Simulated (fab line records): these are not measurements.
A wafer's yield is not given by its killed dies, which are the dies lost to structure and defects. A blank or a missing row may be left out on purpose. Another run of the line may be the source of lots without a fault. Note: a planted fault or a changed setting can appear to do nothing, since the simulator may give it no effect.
What tool caused it? + flow ritCmos + Sampling: 14 lots, 42 wafers, 5 of 202 route steps

WHAT THE GAUGES SHOWED, per wafer
RIT_PLDD_TW_MEAS_10.
| lot  | measured    | on           | PLDD_TW        |
|------|-------------|--------------|----------------|
| L496 | day 2 23:38 | filmMetro-04 | 2349 2345 2357 |
| L497 | day 3 04:08 | filmMetro-03 | 2328 2308 2324 |
| L499 | day 3 18:30 | filmMetro-02 | 2355 2355 2356 |
| L501 | day 4 02:17 | filmMetro-04 | 2343 2340 2347 |
| L502 | day 4 06:02 | filmMetro-04 | 2345 2346 2338 |
| L504 | day 4 18:39 | filmMetro-03 | 2314 2302 2296 |
| L506 | day 5 02:53 | filmMetro-03 | 2305 2319 2309 |
| L509 | day 5 14:41 | filmMetro-02 | 2357 2342 2350 |
| L510 | day 5 22:13 | filmMetro-03 | 2313 2310 2320 |
| L511 | day 6 02:44 | filmMetro-03 | 2319 2307 2308 |
| L512 | day 6 05:31 | filmMetro-04 | 2356 2363 2357 |
| L516 | day 7 04:51 | filmMetro-04 | 2329 2347 2338 |
| L518 | day 7 15:20 | filmMetro-04 | 2350 2344 2348 |
| L519 | day 7 17:45 | filmMetro-02 | 2344 2364 2352 |

RIT_NSD_OVL_MEAS_06.
| lot  | measured    | on         | NSD_OVL (nm)   |
|------|-------------|------------|----------------|
| L496 | day 3 04:17 | overlay-02 | 0.4 1.7 0.5    |
| L497 | day 3 08:37 | overlay-02 | 1.3 1.4 1.1    |
| L499 | day 3 22:55 | overlay-02 | 0.2 0.6 0.3    |
| L501 | day 4 06:56 | overlay-01 | 3.1 0.3 2.0    |
| L502 | day 4 10:05 | overlay-02 | 1.3 -1.2 -1.3  |
| L504 | day 4 22:05 | overlay-01 | 1.0 0.6 0.0    |
| L506 | day 5 06:38 | overlay-01 | 2.3 1.4 1.0    |
| L509 | day 5 18:13 | overlay-02 | -1.5 -1.1 -2.3 |
| L510 | day 6 01:46 | overlay-02 | 0.0 -0.3 1.2   |
| L511 | day 6 06:10 | overlay-02 | 2.3 2.5 2.6    |
| L512 | day 6 09:02 | overlay-01 | -0.1 1.4 -0.3  |
| L516 | day 7 08:17 | overlay-01 | -0.3 0.6 -0.3  |
| L518 | day 7 18:49 | overlay-02 | 1.4 0.2 2.8    |
| L519 | day 7 21:10 | overlay-01 | -2.8 -1.3 -0.7 |

RIT_M1_CD_MEAS_09: target cd 2600 nm.
| lot  | measured    | on       | cdNm (nm)            |
|------|-------------|----------|----------------------|
| L496 | day 3 11:40 | cdSem-02 | 2600.3 2598.5 2600.7 |
| L497 | day 3 15:51 | cdSem-02 | 2602.5 2599.0 2600.3 |
| L499 | day 4 06:07 | cdSem-01 | 2603.7 2603.6 2603.1 |
| L501 | day 4 14:24 | cdSem-01 | 2598.3 2598.0 2600.5 |
| L502 | day 4 17:37 | cdSem-01 | 2603.6 2602.6 2601.5 |
| L504 | day 5 05:13 | cdSem-01 | 2600.8 2601.7 2602.3 |
| L506 | day 5 14:06 | cdSem-02 | 2598.3 2597.0 2599.7 |
| L509 | day 6 01:35 | cdSem-01 | 2598.9 2598.4 2598.3 |
| L510 | day 6 09:16 | cdSem-01 | 2601.0 2601.8 2598.5 |
| L511 | day 6 13:34 | cdSem-02 | - - -                |
| L512 | day 6 16:22 | cdSem-01 | - - -                |
| L516 | day 7 15:35 | cdSem-01 | 2602.0 2603.4 2603.4 |
| L518 | day 8 02:08 | cdSem-02 | 2603.2 2601.3 2602.4 |
| L519 | day 8 04:37 | cdSem-01 | 2599.7 2600.5 2596.8 |

EACH LOT AND THE TOOL THAT RAN IT (in order: tool; ch and the chambers of the sampled wafers; start)
| lot  | RIT_CONTACT_ETCH_11              | RIT_M1_COAT_04                  |
|------|----------------------------------|---------------------------------|
| L496 | rieDiel-02 ch 0,1,3, day 3 09:24 | lithoTrack-01 ch 0, day 3 10:57 |
| L497 | rieDiel-03 ch 0,2,3, day 3 13:37 | lithoTrack-01 ch 0, day 3 15:08 |
| L499 | rieDiel-03 ch 1,2,3, day 4 03:52 | lithoTrack-01 ch 0, day 4 05:23 |
| L501 | rieDiel-04 ch 0,3, day 4 12:02   | lithoTrack-02 ch 0, day 4 13:33 |
| L502 | rieDiel-04 ch 0,1,3, day 4 15:16 | lithoTrack-04 ch 0, day 4 16:46 |
| L504 | rieDiel-04 ch 0,1,2, day 5 03:01 | lithoTrack-01 ch 0, day 5 04:30 |
| L506 | rieDiel-02 ch 0,2,3, day 5 11:45 | lithoTrack-01 ch 0, day 5 13:15 |
| L509 | rieDiel-02 ch 1,2,3, day 5 23:13 | lithoTrack-04 ch 0, day 6 00:44 |
| L510 | rieDiel-03 ch 0,2,3, day 6 06:52 | lithoTrack-01 ch 0, day 6 08:25 |
| L511 | rieDiel-02 ch 0,1,2, day 6 11:15 | lithoTrack-04, day 6 12:43      |
| L512 | rieDiel-02 ch 2,3, day 6 13:59   | lithoTrack-01, day 6 15:28      |
| L516 | rieDiel-04 ch 0,1,2, day 7 13:23 | lithoTrack-02 ch 0, day 7 14:52 |
| L518 | rieDiel-02 ch 1,2,3, day 7 23:53 | lithoTrack-01 ch 0, day 8 01:25 |
| L519 | rieDiel-04 ch 0,2, day 8 02:14   | lithoTrack-01 ch 0, day 8 03:46 |
- RIT_CONTACT_ETCH_11: etches SiO2 in CHF3/CF4/Ar, stops on TiSi2, target depth 480 nm, time 320 s.
- RIT_M1_COAT_04: resist thk 1300 nm.

AS READ BY THE TOOLS THEMSELVES (means over the sampled wafers that have a number; for cases with no such wafer, the mark the record gives instead)
RIT_CONTACT_ETCH_11.
| lot  | tool       | drypumpMotorCurrentA (A) | mfcArSccm (sccm) | oesProductAu (a.u.) | rfFwdPowerW (W) | throttleValvePct (%) |
|------|------------|--------------------------|------------------|---------------------|-----------------|----------------------|
| L496 | rieDiel-02 | 5.7                      | 99.84            | 0.994               | 199.1           | 8.82                 |
| L497 | rieDiel-03 | 5.5                      | 99.84            | 1.005               | 199.3           | 8.89                 |
| L499 | rieDiel-03 | 5.6                      | 99.78            | 1.000               | 198.9           | 8.91                 |
| L501 | rieDiel-04 | 6.0                      | 99.98            | 0.995               | 199.3           | 8.81                 |
| L502 | rieDiel-04 | 5.8                      | 100.12           | 0.990               | 199.4           | 8.81                 |
| L504 | rieDiel-04 | 5.9                      | 99.98            | 0.982               | 200.0           | 8.83                 |
| L506 | rieDiel-02 | 5.7                      | 100.03           | 0.985               | 200.0           | 8.91                 |
| L509 | rieDiel-02 | 5.7                      | 100.24           | 0.991               | 199.3           | 8.93                 |
| L510 | rieDiel-03 | 5.5                      | 100.09           | 1.009               | 199.4           | 8.90                 |
| L511 | rieDiel-02 | 5.8                      | 99.91            | 0.985               | 199.1           | 9.01                 |
| L512 | rieDiel-02 | 5.7                      | 100.00           | 0.982               | 199.0           | 9.01                 |
| L516 | rieDiel-04 | 5.9                      | 100.17           | 0.983               | 199.4           | 8.83                 |
| L518 | rieDiel-02 | 5.8                      | 100.03           | 0.991               | 198.9           | 8.93                 |
| L519 | rieDiel-04 | 6.0                      | 100.04           | 0.969               | 199.0           | 8.74                 |

RIT_M1_COAT_04.
| lot  | tool          | chillPlateTempC (C) | dispensePressureKPa (kPa) |
|------|---------------|---------------------|---------------------------|
| L496 | lithoTrack-01 | 22.96               | 51.4                      |
| L497 | lithoTrack-01 | 22.86               | 51.3                      |
| L499 | lithoTrack-01 | 23.10               | 51.4                      |
| L501 | lithoTrack-02 | 22.97               | 49.3                      |
| L502 | lithoTrack-04 | 23.10               | 49.0                      |
| L504 | lithoTrack-01 | 22.98               | 51.4                      |
| L506 | lithoTrack-01 | 23.05               | 51.4                      |
| L509 | lithoTrack-04 | 23.07               | 49.0                      |
| L510 | lithoTrack-01 | 22.85               | 51.4                      |
| L511 | lithoTrack-04 | -                   | -                         |
| L512 | lithoTrack-01 | -                   | -                         |
| L516 | lithoTrack-02 | 23.13               | 49.3                      |
| L518 | lithoTrack-01 | 23.01               | 51.3                      |
| L519 | lithoTrack-01 | 23.13               | 51.4                      |

THE ANSWER, worked out from the rows above alone
Rule: what is usual is taken from the lots themselves. Put in order of their means at a reading, lots are off if they are a third of the lots or fewer, leave a main group of 4 or more, and stand apart from it by a gap of 3 or more times the standard deviation of the main group's means; of several such gaps the widest counts. Not used: any main group whose means are identical at the precision the tables above print for the reading. Also off: a lot with no number at a reading for which 4 or more lots have one. Where the step has rows for the other lots, those lots are counted as sound. Order of review: gauges by route order, followed by the tools' own readings, for which a lot's mean as printed above is used. The first step at which some lot is off is used, and at that step the reading that is off furthest; a lot without a number counts as furthest.
Off: L511, L512, at RIT_M1_CD_MEAS_09 (cdNm). Without a number there: L511, L512. Main group: mean 2600.7 nm, sd 1.7.
A tool fits if, at a process step before that reading, it ran every lot that is off, and no sound lot after the first of them. Not tried: the gauges at RIT_M1_CD_MEAS_09; whatever is off there is also off at RIT_M1_COAT_04, on other tools, and gauge error can't account for it. Not one of the candidates tried fits.

WHAT THE SIMULATOR PUT IN
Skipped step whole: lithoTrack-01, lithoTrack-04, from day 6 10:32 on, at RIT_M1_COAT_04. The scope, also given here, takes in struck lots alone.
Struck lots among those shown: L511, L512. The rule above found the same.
